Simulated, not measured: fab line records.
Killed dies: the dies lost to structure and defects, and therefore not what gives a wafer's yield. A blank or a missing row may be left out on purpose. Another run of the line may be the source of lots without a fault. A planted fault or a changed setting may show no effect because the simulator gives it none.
One fault seen from 2 desks | flow ritCmos | what lay behind the numbers comes last; until then each desk has only its own

== THE METROLOGY DESK ==
What the gauges read for every lot (on any tool): the sampled wafers with a number, averaged. A lot is out of limits, marked OUT, if its mean lies more than 4 standard deviations from the usual mean; the brackets give that distance.
Columns: A = PRETRO_OVL at RIT_PRETRO_OVL_MEAS_06, usual 1.0 nm; B = GATE_OVL at RIT_GATE_OVL_MEAS_17, usual 0.5 nm; C = PLDD_TW at RIT_PLDD_TW_MEAS_10, usual 2330; D = PSD_RS at RIT_SDANNEAL_RS_MEAS_04, usual 115.9 ohm/sq; E = PLDD_RS at RIT_SDANNEAL_RS_MEAS_06, usual 178.8 ohm/sq
lot  | first seen here | A    | B    | C              | D     | E
L410 | day 2 18:03     | 1.2  | -0.5 | 2333           | 115.4 | 178.7
L411 | day 2 22:58     | 1.0  | 2.4  | 2323           | 116.4 | 179.5
L413 | day 3 08:56     | 2.1  | 0.3  | 2333           | 115.7 | 178.4
L414 | day 3 12:30     | 0.8  | 2.8  | 2304           | 115.5 | 178.9
L415 | day 3 18:53     | 0.5  | -0.4 | 2344           | 115.8 | 178.7
L417 | day 4 04:46     | 1.6  | 1.5  | 2315           | 115.1 | 177.9
L419 | day 4 13:40     | -0.2 | 1.6  | 2318           | 115.9 | 179.1
L421 | day 4 23:40     | 2.7  | 0.5  | 2349           | 115.9 | 177.9
L422 | day 5 04:58     | 1.0  | 1.7  | 1884 (-37) OUT | 115.9 | 295.2 (+99 or more) OUT
L423 | day 5 10:07     | 1.7  | 0.3  | 1883 (-37) OUT | 115.9 | 299.2 (+99 or more) OUT
L424 | day 5 15:12     | 1.2  | 2.3  | 2334           | 116.4 | 179.4
L425 | day 5 20:17     | 0.6  | -0.8 | 2331           | 116.2 | 179.2
L427 | day 6 06:26     | -0.7 | 1.2  | 2335           | 115.8 | 178.6
L428 | day 6 10:12     | 1.3  | -0.5 | 2320           | 115.8 | 178.7
This desk's finding: out of limits on L422, L423; first on L422, day 5 18:03 (PLDD_TW at RIT_PLDD_TW_MEAS_10). In limits: L410, L411, L413, L414, L415, L417, L419, L421, L424, L425, L427, L428.

== DESK OF THE TOOL OWNER: implanter-03 ==
The tool's own readings at RIT_PLDD_IMPLANT_08: means of the sampled wafers that have a number, for each lot that ran on this tool. A lot is out of limits, marked OUT, if its mean lies more than 4 standard deviations from the usual mean; the brackets give that distance.
Columns: A = doseIonsCm2 at RIT_PLDD_IMPLANT_08, usual 9.002e+14; B = endStationPressureTorr at RIT_PLDD_IMPLANT_08, usual 7.2e-06 Torr; C = faradayCurrentUA at RIT_PLDD_IMPLANT_08, usual 2820
lot  | first seen here | A                           | B                  | C
L410 | day 3 06:40     | 8.996e+14                   | 7.3e-06            | 2823
L411 | day 3 10:39     | 9.003e+14                   | 7.2e-06            | 2825
L413 | day 3 20:34     | 8.999e+14                   | 7.3e-06            | 2784
L414 | day 4 00:16     | 9.006e+14                   | 6.9e-06            | 2849
L417 | day 4 16:58     | 8.992e+14                   | 7.0e-06            | 2780
L419 | day 5 01:22     | 9.010e+14                   | 7.6e-06            | 2808
L422 | day 5 17:44     | 4.138e+14 (-99 or more) OUT | 5.6e-06 (-4.4) OUT | 1296 (-26) OUT
L423 | day 5 21:37     | 4.147e+14 (-99 or more) OUT | 5.9e-06            | 1311 (-26) OUT
This desk finds L422, L423 out of limits, L422 being first, at day 5 17:44 (doseIonsCm2 at RIT_PLDD_IMPLANT_08). In limits: L410, L411, L413, L414, L417, L419.

== ALL TOGETHER ==
At day 5 17:44, on L422, L423, the tool owner's desk was in a position to raise an alarm.
The metrology desk could have raised an alarm at day 5 18:03, on L422, L423.
The lots listed all ran RIT_PLDD_IMPLANT_08 on implanter-03.

== WHAT THE SIMULATOR HAD PUT IN ==
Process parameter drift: implanter-03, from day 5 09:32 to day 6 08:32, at RIT_PLDD_IMPLANT_08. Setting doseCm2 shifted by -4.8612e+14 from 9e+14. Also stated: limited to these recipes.
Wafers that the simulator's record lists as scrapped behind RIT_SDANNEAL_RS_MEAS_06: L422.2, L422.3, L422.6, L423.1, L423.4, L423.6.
Lots struck among those shown: L422, L423.
Delay (hours) between the fault's onset and each desk's first out-of-limits reading: 8 at the tool owner's desk, 9 at the metrology desk.
